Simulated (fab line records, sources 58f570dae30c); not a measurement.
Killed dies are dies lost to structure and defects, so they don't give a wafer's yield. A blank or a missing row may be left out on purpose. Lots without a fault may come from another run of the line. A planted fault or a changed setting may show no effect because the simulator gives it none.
Problem report in the 8D (eight disciplines) form, filled by code | flow berkeley_cmos170 | the parts of the form that need people (team, actions taken, sign-off) are left out

1. THE PROBLEM
platen_rpm at UCB170_V1_CMP_02 reads a mean of 44.94 rpm on 2 wafers of 2 lots; wafers without a fault read 59.99 rpm with a standard deviation of 0.043. That is -99 or more standard deviations from the usual mean.
The step: polishes SiO2.
First seen on wafer L655.4, day 9 04:14, on cmp-01. The record holds 42 wafers of 14 lots with a number at this step. Rule for "out", or "out of limits": more than 4 standard deviations from the usual mean. The other wafers with a number count as sound.

2. WHAT IT IS AND WHAT IT IS NOT
question                    | is               | is not
which readings at this step | platen_rpm       | motor_current_A, retaining_ring_pressure_frac
which lots                  | L655, L657       | L644, L645, L647, L648, L649, L650, L654, L661, L662, L663, L665, L667
which wafers of those lots  | L655.4, L657.3   | L655.1, L655.6, L657.1, L657.2
read on which tools         | cmp-01           | cmp-02
when                        | from day 9 04:14 | up to then (20 sound wafers); but 20 sound wafers of L654, L657, L661, L662, L663, L665, L667 came after

3. SUSPECTS, AND WHAT RULES EACH OUT
Counting: a tool at a process step up to the reading stays a suspect if it ran every lot that is out. Sound lots after the first of them don't rule it out here, since some wafers of a struck lot are sound.
- cmp-01 at UCB170_V1_CMP_02 (polishes SiO2): kept. It ran every lot that is out, first L655 (day 9 04:14); its last sound lot up to then is L648 (day 7 23:25). Its own readings are out on those wafers: platen_rpm.
- Within cmp-01 at UCB170_V1_CMP_02: the wafers that are out ran in chamber 2; their sound lot-mates ran in chambers 0, 3.
Left after counting: cmp-01 at UCB170_V1_CMP_02.

4. THE CAUSE (what the simulator had put in)
Process parameter drift: cmp-01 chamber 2, from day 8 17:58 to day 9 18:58, at UCB170_V1_CMP_02. Setting platen_rpm, moved by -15, from 60. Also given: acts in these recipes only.
Counting left only this tool.

5. THE CHAIN OF EFFECTS, in route order
Each row: a reading whose mean over the struck wafers that have a number lies more than 3 standard deviations from the usual. Only readings for which the record gives a usual standard deviation are gone through. hours: the time from each lot's start at the first step in this table that gives one to its start at this step, as a median over the lots. sigmas: the change in usual standard deviations.
hours | step             | reading    | usual     | on struck wafers | change | sigmas
0     | UCB170_V1_CMP_02 | platen_rpm | 59.99 rpm | 44.94            | -15.05 | -99 or more
The process steps in it:
- UCB170_V1_CMP_02: polishes SiO2.

6. WHAT WOULD HAVE CAUGHT IT SOONER
In this record the first reading out of limits was taken at day 9 04:14, 10 hours after the fault began at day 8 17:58.
